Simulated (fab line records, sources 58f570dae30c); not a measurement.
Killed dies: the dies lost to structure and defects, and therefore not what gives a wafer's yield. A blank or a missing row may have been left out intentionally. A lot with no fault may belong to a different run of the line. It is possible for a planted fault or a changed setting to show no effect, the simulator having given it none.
Which tool did it? ; flow berkeley_cmos170 ; 48 wafers from 16 lots sampled at 5 of the route's 331 steps

## WHAT THE GAUGES SHOWED, per wafer
UCB170_CONTACT_OVL_MEAS_16. Usual: CONTACT_OVL -3 nm, standard deviation 5.3.
lot;measured;on;CONTACT_OVL (nm);flag
L411;day 6 21:04;overlay-02;4 1 1;
L412;day 7 03:21;overlay-01;0 -8 -4;
L415;day 7 14:10;overlay-02;3 1 1;
L414;day 7 16:22;overlay-01;-2 0 -1;
L416;day 8 12:19;overlay-01;-1 -8 -4;
L418;day 8 19:11;overlay-02;-4 -3 -7;
L420;day 8 22:51;overlay-02;8 -6 12;
L423;day 9 13:43;overlay-01;-138 -135 -137 -135 -132 -135;OFF
L421;day 9 13:59;overlay-02;-5 2 -3;
L424;day 9 19:39;overlay-01;-139 -131 -136 -136 -129 -133;OFF
L427;day 10 19:37;overlay-01;-131 -124 -134 -128 -122 -131;OFF
L426;day 10 20:19;overlay-02;-119 -120 -118 -115 -118 -117;OFF
L425;day 10 20:46;overlay-02;-2 -4 -11;
L428;day 11 02:25;overlay-01;-2 -9 0;
L431;day 11 12:18;overlay-01;-3 -3 -1;
L434;day 11 19:35;overlay-01;-6 0 -4;

UCB170_M1_THK_MEAS_02: measures by xrf. Usual: M1_AL_THK 602 nm, standard deviation 7.7.
lot;measured;on;M1_AL_THK (nm);flag
L411;day 6 21:52;film_metro-02;601 598 603;
L412;day 7 04:09;film_metro-02;604 593 585;
L415;day 7 14:58;film_metro-02;602 605 601;
L414;day 7 17:19;film_metro-03;605 601 604;
L416;day 8 13:05;film_metro-01;600 603 603;
L418;day 8 19:59;film_metro-01;602 601 598;
L420;day 8 23:39;film_metro-02;602 606 604;
L423;day 9 20:31;film_metro-01;598 596 591;
L421;day 9 14:47;film_metro-01;605 608 611;
L424;day 9 22:23;film_metro-01;596 603 599;
L427;day 11 00:53;film_metro-03;615 612 620;
L426;day 11 11:14;film_metro-01;590 606 602;
L425;day 10 21:32;film_metro-01;600 609 601;
L428;day 11 03:11;film_metro-02;610 609 603;
L431;day 11 13:05;film_metro-02;607 602 605;
L434;day 11 20:22;film_metro-02;597 596 608;

UCB170_M1_OVL_MEAS_10. Usual: M1_OVL 3 nm, standard deviation 5.2.
lot;measured;on;M1_OVL (nm);flag
L411;day 6 22:53;overlay-01;3 -5 10;
L412;day 7 06:58;overlay-02;-1 1 2;
L415;day 7 16:38;overlay-02;7 17 17;
L414;day 7 18:34;overlay-01;1 6 10;
L416;day 8 14:34;overlay-01;9 3 7;
L418;day 8 21:00;overlay-01;14 4 0;
L420;day 9 00:46;overlay-02;6 4 1;
L423;day 9 21:56;overlay-01;-3 -1 -1;
L421;day 9 16:06;overlay-02;3 6 0;
L424;day 9 23:46;overlay-01;-1 6 -2;
L427;day 11 02:11;overlay-01;-1 1 6;
L426;day 11 13:14;overlay-01;-2 0 -3;
L425;day 10 22:41;overlay-02;-6 2 3;
L428;day 11 04:13;overlay-01;-4 -1 -3;
L431;day 11 14:32;overlay-01;9 -1 2;
L434;day 11 22:17;overlay-02;2 -3 3;

## WHAT TOOL EACH LOT RAN ON (gives the tool, then ch and the chambers of the sampled wafers, and finally the start)
lot;UCB170_CONTACT_STRIP_06;UCB170_CONTACT_EXPOSE_12
L411;plasma_asher-02 ch 0, day 6 19:43;krf_scanner-01 ch 0, day 6 20:31
L412;plasma_asher-01 ch 0,1, day 7 01:48;krf_scanner-02 ch 0, day 7 02:38
L415;plasma_asher-01 ch 0,1, day 7 12:14;krf_scanner-01 ch 0, day 7 13:11
L414;plasma_asher-04 ch 0,1, day 7 14:11;krf_scanner-02 ch 0, day 7 15:28
L416;plasma_asher-04 ch 0,1, day 8 10:52;krf_scanner-01 ch 0, day 8 11:48
L418;plasma_asher-01 ch 0,1, day 8 16:20;krf_scanner-01 ch 0, day 8 18:42
L420;plasma_asher-01 ch 0, day 8 21:22;krf_scanner-02 ch 0, day 8 22:20
L423;plasma_asher-04 ch 0,1, day 9 12:14;krf_scanner-02 ch 0, day 9 13:14
L421;plasma_asher-02 ch 0,1, day 9 12:18;krf_scanner-01 ch 0, day 9 13:29
L424;plasma_asher-02 ch 0,1, day 9 18:12;krf_scanner-02 ch 0, day 9 19:09
L427;plasma_asher-04 ch 0,1, day 10 17:10;krf_scanner-02 ch 0, day 10 18:40
L426;plasma_asher-02 ch 0,1, day 10 18:16;krf_scanner-02 ch 0, day 10 19:32
L425;plasma_asher-01 ch 0,1, day 10 19:07;krf_scanner-01 ch 0, day 10 20:14
L428;plasma_asher-01 ch 0,1, day 11 00:52;krf_scanner-01 ch 0, day 11 01:40
L431;plasma_asher-01 ch 0,1, day 11 09:24;krf_scanner-01 ch 0, day 11 11:38
L434;plasma_asher-04 ch 0,1, day 11 17:44;krf_scanner-01 ch 0, day 11 18:52
- UCB170_CONTACT_STRIP_06: strips in O2.
- UCB170_CONTACT_EXPOSE_12: exposes mask CONT, target cd 700 nm.

## AS READ BY THE TOOLS THEMSELVES (means over the sampled wafers that have a number; for cases with no such wafer, the mark the record gives instead)
UCB170_CONTACT_STRIP_06. Usual: drypump_motor_current_A 5.6 A, standard deviation 0.53; oes_product_au 0.735 a.u., standard deviation 0.0046; strip_time_to_endpoint_s 21.96 s, standard deviation 0.066.
lot;tool;drypump_motor_current_A (A);oes_product_au (a.u.);strip_time_to_endpoint_s (s);flag
L411;plasma_asher-02;6.4;0.734;22.06;
L412;plasma_asher-01;5.9;0.739;22.00;
L415;plasma_asher-01;5.9;0.735;22.00;
L414;plasma_asher-04;5.2;0.736;21.96;
L416;plasma_asher-04;5.1;0.733;21.83;
L418;plasma_asher-01;5.9;0.738;21.99;
L420;plasma_asher-01;6.1;0.734;21.86;
L423;plasma_asher-04;5.1;0.734;21.98;
L421;plasma_asher-02;5.3;0.736;21.89;
L424;plasma_asher-02;5.3;0.733;21.96;
L427;plasma_asher-04;5.2;0.736;21.96;
L426;plasma_asher-02;5.8;0.734;21.97;
L425;plasma_asher-01;6.0;0.738;21.91;
L428;plasma_asher-01;5.9;0.736;22.04;
L431;plasma_asher-01;6.0;0.730;21.90;
L434;plasma_asher-04;5.2;0.736;22.03;

## THE ANSWER, worked out from the rows above alone
Rule: take the mean of a lot's wafers that have a number; if it is more than 3 standard deviations from the usual mean, the lot is off. A lot without any number at a reading at which 4 lots or more have one is off too. The other lots that the step has rows for count as sound. First the gauges in route order, then the tools' own readings, where a lot's mean is used as printed above. At the first step where some lot is off, the reading lying furthest off is the one used; lots without a number count as furthest.
Off: L423, L424, L427, L426, at UCB170_CONTACT_OVL_MEAS_16 (CONTACT_OVL).
If a tool, at a process step before that reading, ran all the lots that are off and no sound lot after the first of them, it fits. Those tools and the gauges at UCB170_CONTACT_OVL_MEAS_16 are tried in the same way. One candidate fits, namely krf_scanner-02 at UCB170_CONTACT_EXPOSE_12. Its last sound lot is L420 (day 8 22:20), its first lot that is off L423 (day 9 13:14): a fault that began between those two fits.

## WHAT THE SIMULATOR HAD INSERTED
Scanner matching overlay: krf_scanner-02, from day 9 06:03 on, at UCB170_CONTACT_EXPOSE_12. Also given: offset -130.
Lots struck among those shown: L423, L424, L427, L426. This agrees with what the rule above found.
